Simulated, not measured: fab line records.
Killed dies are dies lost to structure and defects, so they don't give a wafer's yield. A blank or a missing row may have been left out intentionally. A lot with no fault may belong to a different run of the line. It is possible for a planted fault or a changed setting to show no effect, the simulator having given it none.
Code-filled problem report in 8D (eight disciplines) form | flow berkeleyCmos170 | the parts of the form that need people (team, actions taken, sign-off) are left out

1. WHAT WENT WRONG
SILICIDE_TI_RS at UCB170_SILICIDE_RS_MEAS_02 reads a mean of 29.0 ohm/sq on 3 wafers of 2 lots; wafers without a fault read 26.0 ohm/sq with a standard deviation of 0.34. That is +8.7 standard deviations from the usual mean.
The step: measures by four-point-probe.
First seen on wafer L817.2, day 8 04:54, on filmMetro-04. Wafers with a number at this step in the record: 18, from 6 lots. Rule for "out", or "out of limits": more than 4 standard deviations from the usual mean. The rest of the wafers with a number are treated as sound.

2. WHAT IT IS; WHAT IT IS NOT
question                    | is                         | is not
which readings at this step | SILICIDE_TI_RS             | -
which lots                  | L817, L820                 | L814, L819, L830, L835
which wafers of those lots  | L817.2, L817.5, L820.4     | L817.3, L820.5, L820.6
read on which gauges        | filmMetro-02, filmMetro-04 | filmMetro-01
when                        | from day 8 04:54           | up to then (7 sound wafers); but 8 sound wafers of L820, L830, L835 came after

3. WHAT RULES OUT EACH SUSPECT
Counting: if a tool at a process step up to the reading ran every lot that is out, it stays a suspect. Sound lots after the first of them don't rule it out here, since some wafers of a struck lot are sound.
- the gauge at UCB170_SILICIDE_RS_MEAS_02 has been ruled out. The wafers that are out were read on 2 gauges (filmMetro-02, filmMetro-04).
- rtpAnneal-01 at UCB170_SDANNEAL_RTA_00 (time 10 s): kept. It ran every lot that is out, first L817 (day 8 04:11).
- rtpAnneal-01 at UCB170_SDANNEAL_RTA_01 (time 5 s): kept. It ran every lot that is out, first L817 (day 8 04:15).
- pvdSputter-02 at UCB170_SILICIDE_SPUTTER_01 (material Ti, target thk 30 nm, time 25 s): kept. It ran every lot that is out, first L817 (day 8 04:51). Out on those wafers are its own readings of cathodeDcPowerW.
After the count, these remain: rtpAnneal-01 at UCB170_SDANNEAL_RTA_00, rtpAnneal-01 at UCB170_SDANNEAL_RTA_01 and pvdSputter-02 at UCB170_SILICIDE_SPUTTER_01.

4. THE CAUSE (what the simulator had put in)
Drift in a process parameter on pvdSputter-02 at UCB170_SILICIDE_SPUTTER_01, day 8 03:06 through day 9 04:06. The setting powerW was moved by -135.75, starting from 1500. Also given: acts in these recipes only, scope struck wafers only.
3 suspects survive the count, and this tool is in that group.

5. THE CHAIN OF EFFECTS, in route order
Each row: a reading whose mean over the struck wafers that have a number lies more than 3 standard deviations from the usual. Scope: only readings with a usual standard deviation given in the record; hours: median across lots of the time from each lot's start at the first step in this table that gives one to its start at this step; sigmas: change in usual standard deviations.
hours | step                        | reading         | usual       | on struck wafers | change | sigmas
0     | UCB170_SILICIDE_SPUTTER_01  | cathodeDcPowerW | 1500.0 W    | 1364.0           | -136.0 | -99 or more
0     | UCB170_SILICIDE_RS_MEAS_02  | SILICIDE_TI_RS  | 26.0 ohm/sq | 29.0             | +3.0   | +8.7
0     | UCB170_SILICIDE_THK_MEAS_03 | SILICIDE_TI_THK | 30.6 nm     | 27.9             | -2.7   | -7.4
Its process steps:
- UCB170_SILICIDE_SPUTTER_01: material Ti, target thk 30 nm, time 25 s.

6. HOW IT WOULD HAVE BEEN CAUGHT EARLIER
In this record the first reading out of limits at a measuring or inspecting step was taken at day 8 04:54, 2 hours after the fault began at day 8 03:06.
The tool's own readings at UCB170_SILICIDE_SPUTTER_01 were out on every struck wafer that the step has a row for (cathodeDcPowerW): an alarm limit on them would have fired on the first of those.
Lots out: 2; of these, L820 started UCB170_SILICIDE_SPUTTER_01 on pvdSputter-02 after day 8 04:54. A tool hold placed at that time would have kept it from harm.
